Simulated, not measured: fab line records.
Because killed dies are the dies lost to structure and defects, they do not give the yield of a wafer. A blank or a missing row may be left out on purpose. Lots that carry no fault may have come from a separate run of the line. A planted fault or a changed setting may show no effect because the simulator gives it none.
Shared-tool check :: flow berkeleyCmos170 :: Sampled: 14 lots, 42 wafers

## REASON IT WAS OPENED
Of 14 lots, 2 have the reading M2_AL_RS flagged at UCB170_M2_RS_MEAS_02. Wafers without a fault read 0.03219 ohm/sq, standard deviation 0.00028.
Rule: a lot is flagged when every wafer of it that has a number lies more than 4 standard deviations from that mean, or none has a number. As for the other lots, they are considered sound.

lot: L499
measured: day 8 21:38
on: filmMetro-04
M2_AL_RS (ohm/sq), wafer by wafer: 0.03198 0.03191 0.03188
flag: 

lot: L498
measured: day 9 00:28
on: filmMetro-01
M2_AL_RS (ohm/sq), wafer by wafer: 0.03246 0.03242 0.03194
flag: 

lot: L502
measured: day 9 18:43
on: filmMetro-01
M2_AL_RS (ohm/sq), wafer by wafer: 0.03247 0.03263 0.03215
flag: 

lot: L501
measured: day 9 21:52
on: filmMetro-01
M2_AL_RS (ohm/sq), wafer by wafer: 0.03209 0.03245 0.03212
flag: 

lot: L504
measured: day 9 22:15
on: filmMetro-02
M2_AL_RS (ohm/sq), wafer by wafer: 0.02967 0.02969 0.02954
flag: FLAGGED

lot: L505
measured: day 10 09:53
on: filmMetro-02
M2_AL_RS (ohm/sq), wafer by wafer: 0.03223 0.03218 0.03232
flag: 

lot: L506
measured: day 10 13:58
on: filmMetro-01
M2_AL_RS (ohm/sq), wafer by wafer: 0.02932 0.02973 0.02984
flag: FLAGGED

lot: L507
measured: day 10 14:50
on: filmMetro-01
M2_AL_RS (ohm/sq), wafer by wafer: 0.03267 0.03288 0.03244
flag: 

lot: L511
measured: day 10 23:44
on: filmMetro-02
M2_AL_RS (ohm/sq), wafer by wafer: 0.03205 0.032 0.03205
flag: 

lot: L513
measured: day 11 13:40
on: filmMetro-01
M2_AL_RS (ohm/sq), wafer by wafer: 0.03234 0.03197 0.032
flag: 

lot: L515
measured: day 11 19:19
on: filmMetro-02
M2_AL_RS (ohm/sq), wafer by wafer: 0.03177 0.03175 0.03189
flag: 

lot: L516
measured: day 11 19:34
on: filmMetro-01
M2_AL_RS (ohm/sq), wafer by wafer: 0.03212 0.03193 0.03219
flag: 

lot: L517
measured: day 12 19:16
on: filmMetro-02
M2_AL_RS (ohm/sq), wafer by wafer: 0.0318 0.03183 0.03182
flag: 

lot: L520
measured: day 13 02:25
on: filmMetro-04
M2_AL_RS (ohm/sq), wafer by wafer: 0.03216 0.03223 0.03201
flag: 
Average over the flagged lots: 0.02963 ohm/sq; offset from the usual -0.00256 ohm/sq, equal to -9 standard deviations.

## TOOL THAT RAN EACH LOT
2 process steps preceding the reading are held in the record, out of 331 steps in the route. Each cell gives the tool, then ch followed by the chambers the sampled wafers passed through, then the start.
lot: L499
flag: 
UCB170_M1_ETCH_11: rieDiel-02 ch 0,1,3, day 8 16:16
UCB170_M2_SPUTTER_01: pvdSputter-02, day 8 21:30

lot: L498
flag: 
UCB170_M1_ETCH_11: rieDiel-04 ch 0,3, day 8 17:17
UCB170_M2_SPUTTER_01: pvdSputter-02, day 9 00:18

lot: L502
flag: 
UCB170_M1_ETCH_11: rieDiel-02 ch 1,2,3, day 9 12:05
UCB170_M2_SPUTTER_01: pvdSputter-02, day 9 18:35

lot: L501
flag: 
UCB170_M1_ETCH_11: rieDiel-04 ch 0,2,3, day 9 15:04
UCB170_M2_SPUTTER_01: pvdSputter-01, day 9 21:47

lot: L504
flag: FLAGGED
UCB170_M1_ETCH_11: rieDiel-03 ch 0,1,2, day 9 15:11
UCB170_M2_SPUTTER_01: pvdSputter-02, day 9 22:10

lot: L505
flag: 
UCB170_M1_ETCH_11: rieDiel-03 ch 0,1,3, day 10 04:54
UCB170_M2_SPUTTER_01: pvdSputter-01, day 10 09:48

lot: L506
flag: FLAGGED
UCB170_M1_ETCH_11: rieDiel-03 ch 0,2,3, day 10 05:10
UCB170_M2_SPUTTER_01: pvdSputter-02, day 10 13:52

lot: L507
flag: 
UCB170_M1_ETCH_11: rieDiel-02 ch 0,3, day 10 05:08
UCB170_M2_SPUTTER_01: pvdSputter-01, day 10 14:41

lot: L511
flag: 
UCB170_M1_ETCH_11: rieDiel-02 ch 0,2,3, day 10 17:05
UCB170_M2_SPUTTER_01: pvdSputter-01, day 10 23:38

lot: L513
flag: 
UCB170_M1_ETCH_11: rieDiel-03 ch 0,1,3, day 11 09:18
UCB170_M2_SPUTTER_01: pvdSputter-04, day 11 13:35

lot: L515
flag: 
UCB170_M1_ETCH_11: rieDiel-02 ch 0,1, day 11 11:20
UCB170_M2_SPUTTER_01: pvdSputter-04, day 11 19:11

lot: L516
flag: 
UCB170_M1_ETCH_11: rieDiel-04 ch 0,3, day 11 11:41
UCB170_M2_SPUTTER_01: pvdSputter-01, day 11 19:26

lot: L517
flag: 
UCB170_M1_ETCH_11: rieDiel-02 ch 0,1,2, day 12 13:26
UCB170_M2_SPUTTER_01: pvdSputter-04, day 12 19:11

lot: L520
flag: 
UCB170_M1_ETCH_11: rieDiel-02 ch 1,2, day 12 21:00
UCB170_M2_SPUTTER_01: pvdSputter-01, day 13 02:16
What the steps here do:
- UCB170_M1_ETCH_11: etches BARC in N2/H2.
- UCB170_M2_SPUTTER_01: material Al, target thk 900 nm, time 120 s.
- UCB170_M2_RS_MEAS_02: measures by four-point-probe.

## FLAGGED AGAINST TOTAL, ONE TOOL AT A TIME (gauges that did the reading follow at the end)
step: UCB170_M1_ETCH_11
tool: rieDiel-02
lots run: 7
flagged: 0
share of the flagged lots: none
sound lots run after its first flagged lot: -

step: UCB170_M1_ETCH_11
tool: rieDiel-03
lots run: 4
flagged: 2
share of the flagged lots: all
sound lots run after its first flagged lot: 2 (L505,L513)

step: UCB170_M1_ETCH_11
tool: rieDiel-04
lots run: 3
flagged: 0
share of the flagged lots: none
sound lots run after its first flagged lot: -

step: UCB170_M2_SPUTTER_01
tool: pvdSputter-01
lots run: 6
flagged: 0
share of the flagged lots: none
sound lots run after its first flagged lot: -

step: UCB170_M2_SPUTTER_01
tool: pvdSputter-02
lots run: 5
flagged: 2
share of the flagged lots: all
sound lots run after its first flagged lot: 0

step: UCB170_M2_SPUTTER_01
tool: pvdSputter-04
lots run: 3
flagged: 0
share of the flagged lots: none
sound lots run after its first flagged lot: -

step: UCB170_M2_RS_MEAS_02
tool: filmMetro-01
lots run: 7
flagged: 1
share of the flagged lots: some
sound lots run after its first flagged lot: 3 (L507,L513,L516)

step: UCB170_M2_RS_MEAS_02
tool: filmMetro-02
lots run: 5
flagged: 1
share of the flagged lots: some
sound lots run after its first flagged lot: 4 (L505,L511,L515,L517)

step: UCB170_M2_RS_MEAS_02
tool: filmMetro-04
lots run: 2
flagged: 0
share of the flagged lots: none
sound lots run after its first flagged lot: -

## THE TABLE: WHAT IT ALLOWS
In 2 table rows, all flagged lots were run: rieDiel-03 (UCB170_M1_ETCH_11), pvdSputter-02 (UCB170_M2_SPUTTER_01).
- rieDiel-03 at UCB170_M1_ETCH_11 ran 4 lots, 2 of them flagged. Sound lots followed the first flagged one (L505, L513) on it, something a lasting fault affecting the whole tool could not allow.
- pvdSputter-02 at UCB170_M2_SPUTTER_01 ran 5 lots, 2 of them flagged. Its last sound lot is L502 (day 9 18:35), its first flagged lot L504 (day 9 22:10): a fault that began between those two fits.
One tool is left: pvdSputter-02 at UCB170_M2_SPUTTER_01.

## WHAT HAD BEEN PUT IN BY THE SIMULATOR
Drift in process parameters on pvdSputter-02 at UCB170_M2_SPUTTER_01, starting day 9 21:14. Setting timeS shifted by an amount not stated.
Shown lots that were struck: L504, L506. The rule above reached the same finding.
